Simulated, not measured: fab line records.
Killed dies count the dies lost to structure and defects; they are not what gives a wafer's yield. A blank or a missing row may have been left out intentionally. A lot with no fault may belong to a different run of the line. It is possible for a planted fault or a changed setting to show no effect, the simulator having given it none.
Matching of chambers :: flow berkeley-cmos170 :: cmp-01 running UCB170_V2_CMP_02: 4 sister chambers
The step polishes SiO2. 4 wafers are shown with their chamber, then 7 later ones without.

== WAFERS PAIRED WITH THEIR CHAMBERS ==
wafer: L274.1
chamber: 2
motor-current-A (A): 15.8

wafer: L280.4
chamber: 3
motor-current-A (A): 13.7

wafer: L282.1
chamber: 1
motor-current-A (A): 13.9

wafer: L282.4
chamber: 0
motor-current-A (A): 18.1

== WAFERS WITHOUT THEIR CHAMBER ==
wafer: L282.6
motor-current-A (A): 13.5

wafer: L287.1
motor-current-A (A): 19.3

wafer: L287.4
motor-current-A (A): 13.9

wafer: L287.6
motor-current-A (A): 19.7

wafer: L286.1
motor-current-A (A): 13.8

wafer: L286.2
motor-current-A (A): 15.6

wafer: L286.5
motor-current-A (A): 14.1

== WHICH CHAMBER EACH ONE RAN IN ==
wafer: L282.6
from the rows above: can't be placed: 3 or 1
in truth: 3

wafer: L287.1
from the rows above: 0
in truth: 0

wafer: L287.4
from the rows above: can't be placed: 1 or 3
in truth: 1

wafer: L287.6
from the rows above: 0
in truth: 0

wafer: L286.1
from the rows above: can't be placed: 1 or 3
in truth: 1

wafer: L286.2
from the rows above: can't be placed: 2 or 1
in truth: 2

wafer: L286.5
from the rows above: can't be placed: 1 or 3 or 2
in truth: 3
Placed correctly: 2 of 7. These rows do not allow placing 5 (true chamber among the candidates in 5). Placed wrongly: 0.
How it was worked out, from the rows above alone: a wafer's distance from a chamber is the root of the sum, over the readings, of the square of ((its reading less the chamber's mean) divided by the reading's scatter). The wafer belongs to the nearest chamber; if the next one is less than 2 further off, it can't be placed. A chamber's mean is the mean of its shown wafers. The scatter (one wafer shown for each chamber): square how far every hidden wafer sits from the nearest shown wafer, average those squares and take the square root.
